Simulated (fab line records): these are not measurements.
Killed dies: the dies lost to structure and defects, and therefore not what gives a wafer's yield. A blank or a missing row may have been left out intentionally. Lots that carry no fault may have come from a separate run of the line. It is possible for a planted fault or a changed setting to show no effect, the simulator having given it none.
fab line records | flow ritCmos
record lots=14 | wafers=42 | lastDay=7
route steps=202 shown GATE@93 NLDD@113 NSD@132 SILICIDE@164 M1@202
lots that met no fault: taken from a fault-free run of the same line
startH: start of the lot's first displayed wafer, in hours after the record's first day | waitH: hours from the lot's prior step to this one | " same as the row above | L1.1+2: a single row standing in for several wafers | - no value present, or no start provided | * or withheld: withheld | < > ~ a bound
route shown NAME@n: names a module that has steps shown in the file, with the first one's number in the route | usual: the fault-free wafers' mean and standard deviation | same: alike in all rows | chamber/n: place in a boat | sites: each site's reading | _std_site: the standard deviation of these | _edge_site: inner sites' mean taken away from outer sites' mean | radiusMm: for every site, how far away it sits from the centre of the wafer | mask NAME#n: copy n | behind: the tool/chamber that last shaped the wafer | hold: reason for holding the lot/hours on hold/outcome of the hold | device: which transistor (n, p or np) failed to switch | end of line: the same wafers' tests at the end of the route | for a step that has no rows: nothing shown but its recipe | killed: count of dies lost to structure and defects at first sort (not the wafer's yield) | map: per-die view of a wafer (x killed, . not killed, _ where there is no die)
set.NAME: the setting as run; set.NAME@STEP: as run at that earlier step | model.NAME: the simulator's own value behind a step, which no gauge read
one table for each step of the route and one row for each wafer, over a sample of lots
## steps
# step RIT_GATE_OVL_MEAS_17
# usual GATE_OVL=0.4/1.4
lot.wafer | tool       | chamber | startH | waitH | GATE_OVL[nm]
L832.4    | overlay-01 | -       | 43.31  | 0.1   | 0.7
L832.5    | "          | -       | "      | "     | 0.9
L832.6    | "          | -       | "      | "     | -1.2
L833.4    | overlay-01 | -       | 48.34  | 0.1   | 0.5
L833.5    | "          | -       | "      | "     | 0.6
L833.6    | "          | -       | "      | "     | 1.0
L834.3    | overlay-01 | -       | 50.00  | 0.1   | -0.9
L834.5    | "          | -       | "      | "     | 0.8
L834.6    | "          | -       | "      | "     | 0.6
L835.2    | overlay-01 | -       | 56.21  | 0.1   | 0.7
L835.4    | "          | -       | "      | "     | 1.6
L835.5    | "          | -       | "      | "     | 1.0
L836.1    | overlay-01 | -       | 63.11  | 0.1   | 0.7
L836.2    | "          | -       | "      | "     | 1.2
L836.4    | "          | -       | "      | "     | 0.3
L839.3    | overlay-01 | -       | 80.36  | 0.1   | 4.0
L839.5    | "          | -       | "      | "     | 4.7
L839.6    | "          | -       | "      | "     | 1.8
L841.2    | overlay-01 | -       | 87.25  | 0.1   | -1.6
L841.5    | "          | -       | "      | "     | 0.8
L841.6    | "          | -       | "      | "     | 0.6
L842.2    | overlay-01 | -       | 93.68  | 0.1   | 0.5
L842.3    | "          | -       | "      | "     | -0.1
L842.4    | "          | -       | "      | "     | 0.8
L843.1    | overlay-02 | -       | 96.61  | 0.1   | -2.4
L843.2    | "          | -       | "      | "     | -0.7
L843.4    | "          | -       | "      | "     | 0.6
L844.3    | overlay-02 | -       | 102.56 | 0.1   | -0.2
L844.4    | "          | -       | "      | "     | -1.4
L844.5    | "          | -       | "      | "     | 0.2
L845.2    | overlay-02 | -       | 104.43 | 0.1   | -1.1
L845.3    | "          | -       | "      | "     | 0.2
L845.6    | "          | -       | "      | "     | -1.3
L846.1    | overlay-02 | -       | 111.66 | 0.1   | 1.3
L846.3    | "          | -       | "      | "     | 1.6
L846.4    | "          | -       | "      | "     | 1.0
L847.1    | overlay-01 | -       | 117.34 | 0.1   | 3.1
L847.2    | "          | -       | "      | "     | 0.0
L847.5    | "          | -       | "      | "     | 2.4
L854.1    | overlay-02 | -       | 147.90 | 0.1   | -0.8
L854.3    | "          | -       | "      | "     | 1.1
L854.6    | "          | -       | "      | "     | 1.8
# step RIT_NLDD_TW_MEAS_10
# usual NLDD_TW=2479/10
lot.wafer | tool         | chamber | startH | waitH | NLDD_TW
L832.4    | filmMetro-03 | -       | 48.29  | 0.1   | 2474
L832.5    | "            | -       | "      | "     | 2486
L832.6    | "            | -       | "      | "     | 2477
L833.4    | filmMetro-03 | -       | 54.30  | 0.1   | 2472
L833.5    | "            | -       | "      | "     | 2471
L833.6    | "            | -       | "      | "     | 2464
L834.3    | filmMetro-01 | -       | 57.36  | 0.1   | 2472
L834.5    | "            | -       | "      | "     | 2486
L834.6    | "            | -       | "      | "     | 2466
L835.2    | filmMetro-02 | -       | 63.77  | 0.1   | 2455
L835.4    | "            | -       | "      | "     | 2471
L835.5    | "            | -       | "      | "     | 2479
L836.1    | filmMetro-03 | -       | 68.54  | 0.1   | 2474
L836.2    | "            | -       | "      | "     | 2484
L836.4    | "            | -       | "      | "     | 2474
L839.3    | filmMetro-02 | -       | 86.13  | 0.1   | 2466
L839.5    | "            | -       | "      | "     | 2464
L839.6    | "            | -       | "      | "     | 2448
L841.2    | filmMetro-03 | -       | 93.03  | 0.1   | 2489
L841.5    | "            | -       | "      | "     | 2493
L841.6    | "            | -       | "      | "     | 2487
L842.2    | filmMetro-03 | -       | 98.76  | 0.1   | 2475
L842.3    | "            | -       | "      | "     | 2485
L842.4    | "            | -       | "      | "     | 2481
L843.1    | filmMetro-02 | -       | 101.81 | 0.1   | 2473
L843.2    | "            | -       | "      | "     | 2485
L843.4    | "            | -       | "      | "     | 2474
L844.3    | filmMetro-03 | -       | 107.62 | 0.1   | 2463
L844.4    | "            | -       | "      | "     | 2469
L844.5    | "            | -       | "      | "     | 2481
L845.2    | filmMetro-02 | -       | 110.22 | 0.1   | 2475
L845.3    | "            | -       | "      | "     | 2484
L845.6    | "            | -       | "      | "     | 2476
L846.1    | filmMetro-03 | -       | 117.10 | 0.1   | 2472
L846.3    | "            | -       | "      | "     | 2468
L846.4    | "            | -       | "      | "     | 2480
L847.1    | filmMetro-03 | -       | 123.11 | 0.1   | 2487
L847.2    | "            | -       | "      | "     | 2486
L847.5    | "            | -       | "      | "     | 2486
L854.1    | filmMetro-03 | -       | 153.39 | 0.1   | 2477
L854.3    | "            | -       | "      | "     | 2473
L854.6    | "            | -       | "      | "     | 2482
# step RIT_NSD_COAT_01
# recipe resist=NOVOLAK | spinRpm=3250 | resistThkNm=1000
# usual chillPlateTempC=23.00/0.11 | exhaustPa=45.0/0.99 | spinSpeedRpm=3250.2/1.9
lot.wafer | tool          | chamber | startH | waitH | chillPlateTempC | exhaustPa | spinSpeedRpm
L832.4    | lithoTrack-02 | 0       | 52.60  | 0.1   | 23.06           | 46.6      | 3249.7
L832.5    | "             | 0       | "      | "     | 23.01           | 45.9      | 3249.5
L832.6    | "             | 0       | "      | "     | 22.92           | 46.6      | 3247.1
L833.4    | lithoTrack-03 | 0       | 58.49  | 0.1   | 22.94           | 44.6      | 3250.9
L833.5    | "             | 0       | "      | "     | 22.91           | 43.6      | 3253.3
L833.6    | "             | 0       | "      | "     | 23.11           | 44.8      | 3250.8
L834.3    | lithoTrack-02 | 0       | 61.71  | 0.1   | 23.04           | 45.6      | 3248.9
L834.5    | "             | 0       | "      | "     | 23.10           | 44.3      | 3247.6
L834.6    | "             | 0       | "      | "     | 22.94           | 44.4      | 3249.0
L835.2    | lithoTrack-02 | 0       | 68.06  | 0.1   | 22.87           | 44.6      | 3249.0
L835.4    | "             | 0       | "      | "     | 23.00           | 45.6      | 3250.0
L835.5    | "             | 0       | "      | "     | 22.96           | 45.1      | 3250.1
L836.1    | lithoTrack-03 | 0       | 72.74  | 0.1   | 23.12           | 46.0      | 3249.8
L836.2    | "             | 0       | "      | "     | 23.12           | 46.3      | 3250.1
L836.4    | "             | 0       | "      | "     | 23.11           | 47.2      | 3251.0
L839.3    | lithoTrack-02 | 0       | 90.49  | 0.1   | 22.84           | 46.4      | 3248.6
L839.5    | "             | 0       | "      | "     | 22.91           | 45.6      | 3248.3
L839.6    | "             | 0       | "      | "     | 22.99           | 45.0      | 3250.7
L841.2    | lithoTrack-02 | 0       | 97.88  | 0.1   | 23.00           | 47.1      | 3249.0
L841.5    | "             | 0       | "      | "     | 23.05           | 45.4      | 3246.9
L841.6    | "             | 0       | "      | "     | 22.85           | 46.0      | 3248.3
L842.2    | lithoTrack-03 | 0       | 104.07 | 0.1   | 23.17           | 45.0      | 3250.9
L842.3    | "             | 0       | "      | "     | 23.03           | 45.4      | 3252.7
L842.4    | "             | 0       | "      | "     | 22.93           | 44.8      | 3254.2
L843.1    | lithoTrack-03 | 0       | 107.04 | 0.1   | 22.96           | 44.5      | 3251.0
L843.2    | "             | 0       | "      | "     | 22.91           | 44.1      | 3250.7
L843.4    | "             | 0       | "      | "     | 22.93           | 43.4      | 3253.5
L844.3    | lithoTrack-02 | 0       | 111.90 | 0.1   | 22.83           | 45.0      | 3248.9
L844.4    | "             | 0       | "      | "     | 22.81           | 44.6      | 3250.3
L844.5    | "             | 0       | "      | "     | 23.06           | 45.0      | 3251.5
L845.2    | lithoTrack-01 | 0       | 115.32 | 0.1   | 22.96           | 45.2      | 3251.9
L845.3    | "             | 0       | "      | "     | 23.19           | 44.0      | 3252.5
L845.6    | "             | 0       | "      | "     | 23.07           | 43.9      | 3250.0
L846.1    | lithoTrack-03 | 0       | 122.36 | 0.1   | 22.91           | 44.1      | 3014.4
L846.3    | "             | 0       | "      | "     | 23.07           | 45.5      | 3013.4
L846.4    | "             | 0       | "      | "     | 22.99           | 43.7      | 3011.6
L847.1    | lithoTrack-03 | 0       | 127.24 | 0.1   | 23.06           | 45.4      | 3011.5
L847.2    | "             | 0       | "      | "     | 22.94           | 44.3      | 3009.6
L847.5    | "             | 0       | "      | "     | 23.04           | 44.4      | 3008.4
L854.1    | lithoTrack-02 | 0       | 159.35 | 0.1   | 23.02           | 45.2      | 3250.6
L854.3    | "             | 0       | "      | "     | 23.10           | 43.8      | 3252.1
L854.6    | "             | 0       | "      | "     | 23.14           | 45.0      | 3249.4
# step RIT_SILICIDE_THK_MEAS_03
# recipe thkMeasGauge=xrf | reads=Ti_of_SILICIDE_SPUTTER_01
# usual SILICIDE_TI_THK=29.6/0.33
lot.wafer | tool         | chamber | startH | waitH | SILICIDE_TI_THK[nm]
L832.4    | filmMetro-04 | -       | 56.44  | 0.1   | 29.4
L832.5    | "            | -       | "      | "     | 29.2
L832.6    | "            | -       | "      | "     | 29.4
L833.4    | filmMetro-03 | -       | 62.51  | 0.1   | 29.2
L833.5    | "            | -       | "      | "     | 29.4
L833.6    | "            | -       | "      | "     | 28.8
L834.3    | filmMetro-04 | -       | 65.81  | 0.1   | 30.0
L834.5    | "            | -       | "      | "     | 29.8
L834.6    | "            | -       | "      | "     | 29.9
L835.2    | filmMetro-04 | -       | 72.05  | 0.1   | 29.7
L835.4    | "            | -       | "      | "     | 29.5
L835.5    | "            | -       | "      | "     | 30.0
L836.1    | filmMetro-03 | -       | 76.62  | 0.1   | 29.5
L836.2    | "            | -       | "      | "     | 29.7
L836.4    | "            | -       | "      | "     | 29.7
L839.3    | filmMetro-03 | -       | 94.58  | 0.1   | 30.2
L839.5    | "            | -       | "      | "     | 29.6
L839.6    | "            | -       | "      | "     | 29.7
L841.2    | filmMetro-04 | -       | 101.88 | 0.1   | 28.9
L841.5    | "            | -       | "      | "     | 29.1
L841.6    | "            | -       | "      | "     | 29.6
L842.2    | filmMetro-04 | -       | 108.08 | 0.1   | 29.7
L842.3    | "            | -       | "      | "     | 29.6
L842.4    | "            | -       | "      | "     | 29.7
L843.1    | filmMetro-03 | -       | 111.18 | 0.1   | 29.9
L843.2    | "            | -       | "      | "     | 29.0
L843.4    | "            | -       | "      | "     | 29.3
L844.3    | filmMetro-03 | -       | 116.00 | 0.1   | 30.2
L844.4    | "            | -       | "      | "     | 29.9
L844.5    | "            | -       | "      | "     | 30.1
L845.2    | filmMetro-01 | -       | 119.30 | 0.1   | 29.3
L845.3    | "            | -       | "      | "     | 29.1
L845.6    | "            | -       | "      | "     | 29.5
L846.1    | filmMetro-04 | -       | 126.51 | 0.1   | 29.4
L846.3    | "            | -       | "      | "     | 29.5
L846.4    | "            | -       | "      | "     | 29.4
L847.1    | filmMetro-04 | -       | 131.37 | 0.1   | 28.8
L847.2    | "            | -       | "      | "     | 29.1
L847.5    | "            | -       | "      | "     | 29.2
L854.1    | filmMetro-03 | -       | 163.35 | 0.1   | 29.6
L854.3    | "            | -       | "      | "     | 29.9
L854.6    | "            | -       | "      | "     | 29.6
# step RIT_M1_PROBE_99
# usual killedAtContacts=0.0/0.22 | killedAtFrontEnd=6.6/3 | killedDies=6.6/3 | killedOpen=3.4/2 | killedShort=3.2/2
# same grossDies=264 | killed_at_M0_to_M3=0 | killed_at_M4_up=0 | killedAtBackSide=0 | killedAtOther=0
lot.wafer | tool      | chamber | startH | waitH | killedAtContacts | killedAtFrontEnd | killedDies | killedOpen | killedShort
L847.1    | prober-01 | -       | 138.44 | 0.1   | 0                | 5                | 5          | 4          | 1
L847.2    | prober-01 | -       | 138.49 | 0.1   | 0                | 3                | 3          | 1          | 2
L847.5    | prober-01 | -       | 138.64 | 0.2   | 1                | 14               | 15         | 8          | 7
L854.1    | prober-02 | -       | 170.07 | 0.1   | 0                | 14               | 14         | 5          | 9
L854.3    | prober-02 | -       | 170.17 | 0.2   | 0                | 13               | 13         | 5          | 8
L854.6    | prober-02 | -       | 170.32 | 0.2   | 0                | 5                | 5          | 1          | 4
# killed by level:class
L847.1 FOX1:geometricParticle:open=2 GATE:geometricParticle:open=1 GATE:geometricParticle:short=1 SPACER:geometricParticle:open=1
L847.2 GATE:geometricParticle:short=2 GATE:geometricParticle:open=1
L847.5 GATE:geometricParticle:short=7 GATE:geometricParticle:open=3 SILICIDE:geometricParticle:open=2 FOX1:geometricParticle:open=1 REOX:geometricParticle:open=1 CONTACT:geometricParticle:open=1
L854.1 GATE:geometricParticle:short=3 GATE:geometricParticle:open=3 REOX:geometricParticle:short=3 SPACER:geometricParticle:short=2 REOX:geometricParticle:open=1 SILICIDE:geometricParticle:open=1 SILICIDE:geometricParticle:short=1
L854.3 GATE:geometricParticle:short=5 GATE:geometricParticle:open=3 FOX1:geometricParticle:short=1 REOX:geometricParticle:short=1 SPACER:geometricParticle:open=1 SPACER:geometricParticle:short=1 SILICIDE:geometricParticle:open=1
L854.6 GATE:geometricParticle:short=3 REOX:geometricParticle:open=1 SPACER:geometricParticle:short=1
## key
firstSign step=RIT_NSD_COAT_01 | reading=spinSpeedRpm | direction=down | sigmas=99+ | usual=3250.2 | struck=3011.5
effect none on later readings
metAt RIT_NSD_COAT_01
struckLots L846,L847
testerLeftOut L846,L847
notActingAt RIT_GATE_OVL_MEAS_17,RIT_NLDD_TW_MEAS_10,RIT_SILICIDE_THK_MEAS_03
onsetBetween 107.04 122.36
fault kind=processParameterDrift | tool=lithoTrack-03 | chamber=- | onsetH=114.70 | steps=RIT_NSD_COAT_01 | channel=spinRpm | offset=-238.8 | shape=step | endH=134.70 | actsIn=theseRecipesOnly | stated=3250
# testerLeftOut: of these lots the tester's yield and bins aren't shown, on N5 and GAA mostly nor the transistor test; their killed dies are dies lost to structure and defects alone, not to doping, threshold or leakage, so they don't give the yield
